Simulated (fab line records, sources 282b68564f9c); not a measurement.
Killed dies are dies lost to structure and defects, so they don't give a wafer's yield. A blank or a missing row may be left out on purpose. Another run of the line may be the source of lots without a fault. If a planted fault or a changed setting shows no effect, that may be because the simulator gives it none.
fab line records	flow rit-cmos	part 1 of 2: steps 1 to 28 of 40
record: lots: 5	wafers: 15	last-day: 6
route steps=202 shown ACTIVE@4 FOX1@20 FOX2@23 NWELL@28 PWELL@39
lots that met no fault: taken from a fault-free run of the same line
start-h: hours from the record's first day to the start of the lot's first wafer shown	wait-h: hours from the lot's prior step to this one	" the same as in the row above	L1.1+2: several wafers, shown together as one row	- either no value or no given start	* or withheld: withheld	< > ~ a bound
route shown NAME@n: names a module that has steps shown in the file, with the first one's number in the route	usual: the fault-free wafers' mean and standard deviation	same: alike in all rows	chamber/n: place in a boat	sites: per-site readings	_std_site: how widely they spread, as a standard deviation	_edge_site: inner sites' mean taken away from outer sites' mean	radius-mm: for every site, how far away it sits from the centre of the wafer	mask NAME#n: copy n	behind: the most recent tool/chamber to have shaped the wafer	hold: why the lot was held/for how many hours/how that ended	device: whichever transistor did not switch (one of n, p or np)	end of line: tests run on the same wafers once the route is complete	where a step has no rows: the recipe by itself	killed: not the wafer's yield, but the dies lost to structure and defects at the first sort	map: dies across one wafer; x = killed, . = not, _ = none there
set.NAME: the setting that was run; set.NAME@STEP: the one run at that earlier step	model.NAME: the simulator's own value behind a step, which no gauge read
certain route steps with their lots: each step a table, each wafer a row
services: a tool's chamber out of use, with start hour (start-h, from the record's first day; less than 0 if before it), hours out, and reason
== steps ==
step: RIT_ACTIVE_CVD_03
recipe: material: Si3N4	target-thk-nm: 150	temp-c: 810	precursor: SiH2Cl2/NH3	time-s: 1500	pressure-mtorr: 305.7	sih2cl2-flow-sccm: 60	nh3-flow-sccm: 150
usual: pressure-mtorr: 305.7/0.77	zone-power-load-pct: 18.5/1.7
lot.wafer	tool	chamber	start-h	wait-h	pressure-mtorr	zone-power-load-pct
L074.1	lpcvd-01	0	12.11	0.1	306.5	18.5
L074.2	"	0	"	"	306.7	18.6
L074.6	"	0	"	"	306.0	18.5
L078.1	lpcvd-01	0	32.11	0.1	307.1	18.1
L078.3	"	0	"	"	306.4	18.5
L078.6	"	0	"	"	306.8	18.3
L086.1	lpcvd-01	1	72.11	0.1	306.1	16.9
L086.2	"	1	"	"	305.6	17.1
L086.6	"	1	"	"	306.2	17.0
L091.1	lpcvd-01	1	97.11	0.1	307.1	17.0
L091.2	"	1	"	"	306.4	16.9
L091.3	"	1	"	"	306.5	17.2
L093.1	lpcvd-01	0	107.11	0.1	304.0	18.2
L093.2	"	0	"	"	304.9	18.1
L093.3	"	0	"	"	305.3	18.3
step: RIT_ACTIVE_THK_MEAS_04
recipe: reads: Si3N4_of_ACTIVE_CVD_03
usual: ACTIVE_NITRIDE_THK: 150.9/1.7
lot.wafer	tool	chamber	start-h	wait-h	ACTIVE_NITRIDE_THK[nm]
L074.1	film-metro-02	-	13.53	0.0	152.2
L074.2	"	-	"	"	150.7
L074.6	"	-	"	"	151.5
L078.1	film-metro-04	-	33.53	0.0	149.0
L078.3	"	-	"	"	148.6
L078.6	"	-	"	"	149.3
L086.1	film-metro-04	-	73.53	0.0	151.1
L086.2	"	-	"	"	151.5
L086.6	"	-	"	"	151.6
L091.1	film-metro-01	-	98.53	0.0	150.4
L091.2	"	-	"	"	149.2
L091.3	"	-	"	"	150.3
L093.1	film-metro-01	-	108.53	0.0	151.4
L093.2	"	-	"	"	151.0
L093.3	"	-	"	"	151.6
step: RIT_ACTIVE_HMDS_05
recipe: prime-time-s: 60	prime-temp-c: 140
usual: exhaust-pa: 45.0/0.97
lot.wafer	tool	chamber	start-h	wait-h	exhaust-pa
L074.1	litho-track-04	0	13.59	0.1	45.6
L074.2	"	0	"	"	45.6
L074.6	"	0	"	"	44.2
L078.1	litho-track-03	0	33.59	0.1	44.5
L078.3	"	0	"	"	44.3
L078.6	"	0	"	"	44.2
L086.1	litho-track-03	0	73.59	0.1	44.4
L086.2	"	0	"	"	44.1
L086.6	"	0	"	"	43.0
L091.1	litho-track-02	0	98.59	0.1	45.8
L091.2	"	0	"	"	44.7
L091.3	"	0	"	"	46.0
L093.1	litho-track-04	0	108.59	0.1	44.3
L093.2	"	0	"	"	44.5
L093.3	"	0	"	"	43.3
step: RIT_ACTIVE_COAT_06
recipe: resist: NOVOLAK	spin-rpm: 3250	resist-thk-nm: 1000
usual: exhaust-pa: 45.0/0.94
lot.wafer	tool	chamber	start-h	wait-h	exhaust-pa
L074.1	litho-track-04	0	13.74	0.1	43.6
L074.2	"	0	"	"	44.1
L074.6	"	0	"	"	44.6
L078.1	litho-track-03	0	33.74	0.1	45.9
L078.3	"	0	"	"	44.2
L078.6	"	0	"	"	45.6
L086.1	litho-track-03	0	73.74	0.1	44.5
L086.2	"	0	"	"	45.9
L086.6	"	0	"	"	44.8
L091.1	litho-track-02	0	98.74	0.1	43.9
L091.2	"	0	"	"	43.2
L091.3	"	0	"	"	44.9
L093.1	litho-track-04	0	108.74	0.1	45.0
L093.2	"	0	"	"	44.7
L093.3	"	0	"	"	46.3
step: RIT_ACTIVE_SOFTBAKE_07
recipe: resist: NOVOLAK	temp-c: 90	time-s: 60
usual: exhaust-pa: 45.0/0.73
lot.wafer	tool	chamber	start-h	wait-h	exhaust-pa
L074.1	litho-track-04	0	13.89	0.1	44.9
L074.2	"	0	"	"	47.2
L074.6	"	0	"	"	45.7
L078.1	litho-track-03	0	33.89	0.1	45.2
L078.3	"	0	"	"	45.0
L078.6	"	0	"	"	46.3
L086.1	litho-track-03	0	73.89	0.1	45.5
L086.2	"	0	"	"	45.6
L086.6	"	0	"	"	44.6
L091.1	litho-track-02	0	98.89	0.1	44.7
L091.2	"	0	"	"	44.1
L091.3	"	0	"	"	45.3
L093.1	litho-track-04	0	108.89	0.1	45.6
L093.2	"	0	"	"	44.8
L093.3	"	0	"	"	45.3
step: RIT_ACTIVE_EXPOSE_08
recipe: mask-id: M1	na: 0.6	source-shape: conventional	sigma-outer: 0.6	target-cd-nm: 1400	dose-mj: 225
lot.wafer	tool	chamber	start-h	wait-h	mask
L074.1+2+6	iline-stepper-01	0	14.16	0.2	M1#0
L078.1+3+6	iline-stepper-01	0	34.16	0.2	M1#0
L086.1+2+6	iline-stepper-02	0	74.04	0.1	M1#0
L091.1+2+3	iline-stepper-02	0	99.17	0.2	M1#0
L093.1+2+3	iline-stepper-01	0	109.17	0.2	M1#0
step: RIT_ACTIVE_PEB_09
recipe: resist: NOVOLAK	temp-c: withheld	time-s: withheld
usual: exhaust-pa: 44.9/0.86
lot.wafer	tool	chamber	start-h	wait-h	exhaust-pa
L074.1	litho-track-04	0	14.28	0.1	45.5
L074.2	"	0	"	"	45.9
L074.6	"	0	"	"	45.9
L078.1	litho-track-03	0	34.28	0.1	44.7
L078.3	"	0	"	"	44.5
L078.6	"	0	"	"	44.1
L086.1	litho-track-02	0	74.16	0.1	45.2
L086.2	"	0	"	"	43.8
L086.6	"	0	"	"	45.3
L091.1	litho-track-03	0	99.28	0.1	45.0
L091.2	"	0	"	"	44.2
L091.3	"	0	"	"	44.4
L093.1	litho-track-04	0	109.28	0.1	43.8
L093.2	"	0	"	"	44.9
L093.3	"	0	"	"	44.8
step: RIT_ACTIVE_DEVELOP_10
recipe: resist: NOVOLAK	develop-time-s: 50	dev-temp-c: 23
usual: exhaust-pa: 44.9/0.81
lot.wafer	tool	chamber	start-h	wait-h	exhaust-pa
L074.1	litho-track-04	0	-	-	46.6
L074.2	"	0	"	"	45.7
L074.6	"	0	"	"	44.8
L078.1	litho-track-03	0	-	-	46.0
L078.3	"	0	"	"	45.4
L078.6	"	0	"	"	46.5
L086.1	litho-track-02	0	-	-	45.3
L086.2	"	0	"	"	45.1
L086.6	"	0	"	"	46.5
L091.1	litho-track-03	0	-	-	45.3
L091.2	"	0	"	"	44.7
L091.3	"	0	"	"	45.4
L093.1	litho-track-04	0	-	-	45.1
L093.2	"	0	"	"	44.7
L093.3	"	0	"	"	45.4
step: RIT_ACTIVE_CD_MEAS_11
recipe: target-cd-nm: 1400
usual: cd-nm: 1399.7/2.2
lot.wafer	tool	chamber	start-h	wait-h	cd-nm
L074.1	cd-sem-01	-	14.56	-	1401.4
L074.2	"	-	"	"	1401.0
L074.6	"	-	"	"	1401.0
L078.1	cd-sem-01	-	34.56	-	1400.1
L078.3	"	-	"	"	1397.1
L078.6	"	-	"	"	1399.2
L086.1	cd-sem-01	-	74.44	-	1402.2
L086.2	"	-	"	"	1399.3
L086.6	"	-	"	"	1400.5
L091.1	cd-sem-02	-	99.56	-	1401.1
L091.2	"	-	"	"	1400.1
L091.3	"	-	"	"	1400.0
L093.1	cd-sem-01	-	109.56	-	1401.8
L093.2	"	-	"	"	1401.8
L093.3	"	-	"	"	1399.4
step: RIT_ACTIVE_HARDBAKE_12
recipe: resist: NOVOLAK	temp-c: 140	time-s: 60
usual: exhaust-pa: 45.1/0.81
lot.wafer	tool	chamber	start-h	wait-h	exhaust-pa
L074.1	litho-track-03	0	14.68	0.1	45.2
L074.2	"	0	"	"	45.6
L074.6	"	0	"	"	45.4
L078.1	litho-track-02	0	34.68	0.1	45.5
L078.3	"	0	"	"	44.3
L078.6	"	0	"	"	44.9
L086.1	litho-track-03	0	74.56	0.1	44.9
L086.2	"	0	"	"	44.0
L086.6	"	0	"	"	43.9
L091.1	litho-track-02	0	99.68	0.1	45.8
L091.2	"	0	"	"	45.2
L091.3	"	0	"	"	44.2
L093.1	litho-track-04	0	109.68	0.1	45.9
L093.2	"	0	"	"	45.5
L093.3	"	0	"	"	47.2
step: RIT_ACTIVE_ETCH_13
recipe: stop-on: SiO2	chemistry: SF6	target: Si3N4	time-s: 210	over-etch-frac: 0.4	SF6_flow_sccm: 200	pressure-mtorr: 260	rf-w: 125	target-depth-a: 2100
usual: chamber-pressure-mTorr: 259.99/0.24	drypump-motor-current-A: 5.9/0.46	oes-product-au: 0.825/0.013	throttle-valve-pct: 7.46/0.14
lot.wafer	tool	chamber	start-h	wait-h	chamber-pressure-mTorr	drypump-motor-current-A	oes-product-au	rf-hours-counter-h	throttle-valve-pct
L074.1	rie-diel-01	2	14.83	0.1	259.38	5.7	0.833	94	7.58
L074.2	"	3	"	"	259.82	5.4	0.805	159	7.62
L074.6	"	2	"	"	259.72	5.7	0.831	-	7.60
L078.1	rie-diel-01	2	34.83	0.1	259.99	5.7	0.825	94	7.58
L078.3	"	1	"	"	259.59	6.4	0.814	3	7.48
L078.6	"	0	"	"	260.50	5.6	0.824	-	7.57
L086.1	rie-diel-02	2	74.71	0.1	260.21	6.2	0.836	99	7.64
L086.2	"	3	"	"	259.85	5.3	0.798	27	7.47
L086.6	"	0	"	"	259.80	5.6	0.843	-	7.52
L091.1	rie-diel-04	2	99.83	0.1	260.55	5.7	0.826	97	7.23
L091.2	"	1	"	"	259.84	6.3	0.828	3	7.46
L091.3	"	0	"	"	259.70	6.3	0.811	41	7.22
L093.1	rie-diel-01	0	109.83	0.1	260.06	5.6	0.826	47	7.57
L093.2	"	1	"	"	259.80	6.4	0.823	4	7.47
L093.3	"	2	"	"	260.01	5.7	0.830	96	7.60
step: RIT_ACTIVE_STRIP_14
recipe: chemistry: O2	time-s: 180	resist: NOVOLAK	platen-temp-c: withheld	power-w: 500	pressure-mtorr: 4000	o2-flow-sccm: 4000
usual: chamber-pressure-mTorr: 4000/3.7	drypump-motor-current-A: 5.3/0.38	rf-refl-power-W: 7.1/1.5
lot.wafer	tool	chamber	start-h	wait-h	chamber-pressure-mTorr	drypump-motor-current-A	rf-hours-counter-h	rf-refl-power-W
L074.1	plasma-asher-03	0	14.97	0.1	3999	5.5	37	8.9
L074.2	"	1	"	"	4000	6.0	37	7.3
L074.6	"	0	"	"	3999	5.5	-	8.9
L078.1	plasma-asher-02	1	34.97	0.1	4005	4.8	24	8.1
L078.3	"	1	"	"	3994	4.8	-	7.9
L078.6	"	1	"	"	3998	4.8	-	7.9
L086.1	plasma-asher-03	1	74.84	0.1	4001	6.0	43	7.9
L086.2	"	0	"	"	3998	5.5	43	8.5
L086.6	"	1	"	"	4006	6.0	-	8.0
L091.1	plasma-asher-02	1	99.97	0.1	3999	4.8	30	7.7
L091.2	"	0	"	"	3998	5.4	30	4.9
L091.3	"	1	"	"	3991	4.8	-	7.7
L093.1	plasma-asher-02	0	109.97	0.1	3999	5.4	31	5.0
L093.2	"	1	"	"	3999	4.8	31	7.9
L093.3	"	0	"	"	3999	5.4	-	4.9
step: RIT_ACTIVE_CD_MEAS_90
recipe: target-cd-nm: 1400
usual: cd-nm: 1399.7/2.2
lot.wafer	tool	chamber	start-h	wait-h	cd-nm
L074.1	cd-sem-02	-	15.14	0.1	1401.1
L074.2	"	-	"	"	1400.8
L074.6	"	-	"	"	1400.9
L078.1	cd-sem-02	-	35.14	0.1	1400.2
L078.3	"	-	"	"	1397.3
L078.6	"	-	"	"	1399.4
L086.1	cd-sem-02	-	75.02	0.1	1402.3
L086.2	"	-	"	"	1399.3
L086.6	"	-	"	"	1400.7
L091.1	cd-sem-01	-	100.14	0.1	1401.1
L091.2	"	-	"	"	1399.6
L091.3	"	-	"	"	1399.8
L093.1	cd-sem-01	-	110.14	0.1	1401.5
L093.2	"	-	"	"	1401.8
L093.3	"	-	"	"	1399.8
step: RIT_ACTIVE_CLEAN_15
recipe: chemistry: SC1	mix: 3:3:50	time-s: 600	temp-c: 75
lot.wafer	tool	chamber	start-h	wait-h
L074.1+2+6	wet-bench-02	0	15.26	0.1
L078.1+3+6	wet-bench-03	3	35.26	0.1
L086.1+2+6	wet-bench-02	2	75.14	0.1
L091.1+2+3	wet-bench-03	2	100.26	0.1
L093.1+2+3	wet-bench-02	3	110.26	0.1
step: RIT_ACTIVE_CLEAN_16
recipe: chemistry: dHF	dilution: 50:1	time-s: 30
lot.wafer	tool	chamber	start-h	wait-h
L074.1+2+6	wet-bench-04	3	15.45	0.0
L078.1+3+6	wet-bench-04	1	35.44	0.0
L086.1+2+6	wet-bench-04	2	75.31	0.0
L091.1+2+3	wet-bench-02	1	100.44	0.0
L093.1+2+3	wet-bench-04	0	110.45	0.0
step: RIT_ACTIVE_CLEAN_17
recipe: chemistry: SC2	mix: 3:3:50	time-s: 600	temp-c: 75	dry: n2-spin
lot.wafer	tool	chamber	start-h	wait-h
L074.1+2+6	wet-bench-03	0	15.47	0.0
L078.1+3+6	wet-bench-02	2	35.45	0.0
L086.1+2+6	wet-bench-03	3	75.33	0.0
L091.1+2+3	wet-bench-04	1	100.45	0.0
L093.1+2+3	wet-bench-03	0	110.47	0.0
step: RIT_FOX1_OXIDATION_00
recipe: temp-c: 1100	ambient: H2O	target-thk-a: 3507	p-h2o-torr: 720	ox-time-s: 1130
usual: ox-temp-c-max: 1106.0/2.1	zone-power-load-pct: 47/3.1
lot.wafer	tool	chamber	start-h	wait-h	ox-temp-c-max	zone-power-load-pct
L074.1	furnace-03	0	15.90	0.3	1104.4	50
L074.2	"	0	"	"	1104.1	49
L074.6	"	0	"	"	1105.4	49
L078.1	furnace-03	0	37.05	1.4	1104.0	50
L078.3	"	0	"	"	1104.0	50
L078.6	"	0	"	"	1104.3	49
L086.1	furnace-04	0	75.52	0.0	1109.6	46
L086.2	"	0	"	"	1106.1	47
L086.6	"	0	"	"	1110.3	47
L091.1	furnace-03	0	101.99	1.4	1104.2	50
L091.2	"	0	"	"	1104.0	49
L091.3	"	0	"	"	1103.8	51
L093.1	furnace-02	0	110.65	0.0	1104.2	41
L093.2	"	0	"	"	1104.1	41
L093.3	"	0	"	"	1104.1	41
step: RIT_FOX1_THK_MEAS_01
recipe: reads: SiO2_of_FOX1_OXIDATION_00
usual: FOX1_OXIDE_THK: 353/5.5
lot.wafer	tool	chamber	start-h	wait-h	FOX1_OXIDE_THK[nm]
L074.1	film-metro-04	-	17.21	0.0	354
L074.2	"	-	"	"	346
L074.6	"	-	"	"	353
L078.1	film-metro-04	-	38.37	0.0	358
L078.3	"	-	"	"	351
L078.6	"	-	"	"	357
L086.1	film-metro-04	-	76.83	0.0	358
L086.2	"	-	"	"	355
L086.6	"	-	"	"	360
L091.1	film-metro-02	-	103.30	0.0	360
L091.2	"	-	"	"	360
L091.3	"	-	"	"	364
L093.1	film-metro-03	-	111.96	0.0	350
L093.2	"	-	"	"	357
L093.3	"	-	"	"	349
step: RIT_FOX1_WET_ETCH_02
recipe: chemistry: BOE	target-depth-nm: 350	time-s: 390	temp-c: 21.5	dry: n2-spin	dilution: 10:1	target: SiO2
lot.wafer	tool	chamber	start-h	wait-h
L074.1+2+6	wet-bench-03	2	17.27	0.1
L078.1+3+6	wet-bench-01	2	38.43	0.1
L086.1+2+6	wet-bench-03	3	76.89	0.1
L091.1+2+3	wet-bench-01	0	103.36	0.1
L093.1+2+3	wet-bench-02	1	112.02	0.1
step: RIT_FOX2_OXIDATION_00
recipe: temp-c: 1100	ambient: H2O	target-thk-a: 3507	p-h2o-torr: 720	ox-time-s: 1130
usual: ox-temp-c-max: 1105.7/2.2	zone-power-load-pct: 47.3/2.5
lot.wafer	tool	chamber	start-h	wait-h	ox-temp-c-max	zone-power-load-pct
L074.1	furnace-04	0	17.39	0.0	1108.5	45.7
L074.2	"	0	"	"	1106.4	45.8
L074.6	"	0	"	"	1108.3	45.9
L078.1	furnace-03	0	38.62	0.1	1104.2	49.5
L078.3	"	0	"	"	1104.2	50.5
L078.6	"	0	"	"	1103.7	50.1
L086.1	furnace-03	0	77.05	0.0	1104.6	50.5
L086.2	"	0	"	"	1104.7	51.0
L086.6	"	0	"	"	1104.2	50.4
L091.1	furnace-03	0	103.48	0.0	1103.9	50.6
L091.2	"	0	"	"	1103.8	50.4
L091.3	"	0	"	"	1105.0	49.7
L093.1	furnace-04	0	112.15	0.0	1109.1	46.0
L093.2	"	0	"	"	1109.1	46.2
L093.3	"	0	"	"	1109.5	47.0
step: RIT_FOX2_THK_MEAS_01
recipe: reads: SiO2_of_FOX2_OXIDATION_00
usual: FOX2_OXIDE_THK: 352/5.8
lot.wafer	tool	chamber	start-h	wait-h	FOX2_OXIDE_THK[nm]
L074.1	film-metro-02	-	18.70	0.0	343
L074.2	"	-	"	"	340
L074.6	"	-	"	"	340
L078.1	film-metro-03	-	39.93	0.0	345
L078.3	"	-	"	"	349
L078.6	"	-	"	"	351
L086.1	film-metro-02	-	78.37	0.0	352
L086.2	"	-	"	"	355
L086.6	"	-	"	"	344
L091.1	film-metro-02	-	104.79	0.0	353
L091.2	"	-	"	"	353
L091.3	"	-	"	"	353
L093.1	film-metro-01	-	113.46	0.0	348
L093.2	"	-	"	"	347
L093.3	"	-	"	"	353
step: RIT_FOX2_CLEAN_02
recipe: chemistry: dHF	dilution: 50:1	time-s: 180
lot.wafer	tool	chamber	start-h	wait-h
L074.1+2+6	wet-bench-01	3	18.76	0.1
L078.1+3+6	wet-bench-01	2	39.99	0.1
L086.1+2+6	wet-bench-01	2	78.43	0.1
L091.1+2+3	wet-bench-04	2	104.85	0.1
L093.1+2+3	wet-bench-03	2	113.52	0.1
step: RIT_FOX2_WET_ETCH_03
recipe: chemistry: H3PO4	target: Si3N4	target-depth-nm: 195	temp-c: 165	time-s: 2782
lot.wafer	tool	chamber	start-h	wait-h
L074.1+2+6	wet-bench-04	1	18.82	0.0
L078.1+3+6	wet-bench-03	3	40.05	0.0
L086.1+2+6	wet-bench-03	2	78.49	0.0
L091.1+2+3	wet-bench-03	0	104.91	0.0
L093.1+2+3	wet-bench-01	1	113.58	0.0
step: RIT_FOX2_THK_MEAS_90
recipe: reads: SiO2_of_FOX2_OXIDATION_00
usual: FIELD_OXIDE_LEFT_1_THK: 325/5.8
lot.wafer	tool	chamber	start-h	wait-h	FIELD_OXIDE_LEFT_1_THK[nm]
L074.1	film-metro-02	-	19.58	0.0	316
L074.2	"	-	"	"	313
L074.6	"	-	"	"	313
L078.1	film-metro-02	-	40.88	0.0	318
L078.3	"	-	"	"	322
L078.6	"	-	"	"	324
L086.1	film-metro-03	-	79.31	0.0	324
L086.2	"	-	"	"	327
L086.6	"	-	"	"	316
L091.1	film-metro-02	-	105.67	0.0	326
L091.2	"	-	"	"	325
L091.3	"	-	"	"	326
L093.1	film-metro-01	-	114.41	0.0	320
L093.2	"	-	"	"	320
L093.3	"	-	"	"	325
step: RIT_NWELL_HMDS_00
recipe: prime-time-s: 60	prime-temp-c: 140
usual: exhaust-pa: 44.9/0.8
lot.wafer	tool	chamber	start-h	wait-h	exhaust-pa
L074.1	litho-track-02	0	19.64	0.1	45.1
L074.2	"	0	"	"	45.3
L074.6	"	0	"	"	45.0
L078.1	litho-track-03	0	40.94	0.1	45.8
L078.3	"	0	"	"	44.6
L078.6	"	0	"	"	46.4
L086.1	litho-track-01	0	79.37	0.1	45.3
L086.2	"	0	"	"	45.5
L086.6	"	0	"	"	45.6
L091.1	litho-track-02	0	105.81	0.1	45.8
L091.2	"	0	"	"	45.0
L091.3	"	0	"	"	44.3
L093.1	litho-track-02	0	114.47	0.1	43.6
L093.2	"	0	"	"	45.0
L093.3	"	0	"	"	44.6
step: RIT_NWELL_COAT_01
recipe: resist: NOVOLAK	spin-rpm: 2000	resist-thk-nm: 1300
usual: exhaust-pa: 45.0/0.83
lot.wafer	tool	chamber	start-h	wait-h	exhaust-pa
L074.1	litho-track-02	0	19.79	0.1	44.9
L074.2	"	0	"	"	44.5
L074.6	"	0	"	"	43.4
L078.1	litho-track-03	0	41.09	0.1	43.8
L078.3	"	0	"	"	44.8
L078.6	"	0	"	"	42.9
L086.1	litho-track-01	0	79.52	0.1	44.9
L086.2	"	0	"	"	45.8
L086.6	"	0	"	"	45.6
L091.1	litho-track-02	0	105.96	0.1	45.4
L091.2	"	0	"	"	45.0
L091.3	"	0	"	"	44.8
L093.1	litho-track-02	0	114.62	0.1	44.7
L093.2	"	0	"	"	44.4
L093.3	"	0	"	"	44.8
step: RIT_NWELL_SOFTBAKE_02
recipe: resist: NOVOLAK	temp-c: 90	time-s: 60
usual: exhaust-pa: 45.1/0.8
lot.wafer	tool	chamber	start-h	wait-h	exhaust-pa
L074.1	litho-track-02	0	19.94	0.1	44.4
L074.2	"	0	"	"	44.7
L074.6	"	0	"	"	44.1
L078.1	litho-track-03	0	41.24	0.1	43.9
L078.3	"	0	"	"	46.1
L078.6	"	0	"	"	45.2
L086.1	litho-track-01	0	79.67	0.1	44.5
L086.2	"	0	"	"	45.2
L086.6	"	0	"	"	45.2
L091.1	litho-track-02	0	106.11	0.1	45.9
L091.2	"	0	"	"	46.1
L091.3	"	0	"	"	45.1
L093.1	litho-track-02	0	114.77	0.1	45.4
L093.2	"	0	"	"	46.1
L093.3	"	0	"	"	45.7
step: RIT_NWELL_EXPOSE_03
recipe: mask-id: M2	na: 0.57	target-cd-nm: 43900	dose-mj: 250
lot.wafer	tool	chamber	start-h	wait-h	mask
L074.1+2+6	iline-stepper-02	0	20.22	0.2	M2#0
L078.1+3+6	iline-stepper-02	0	41.51	0.2	M2#0
L086.1+2+6	iline-stepper-02	0	79.82	0.1	M2#0
L091.1+2+3	iline-stepper-01	0	106.39	0.2	M2#0
L093.1+2+3	iline-stepper-02	0	115.04	0.2	M2#0
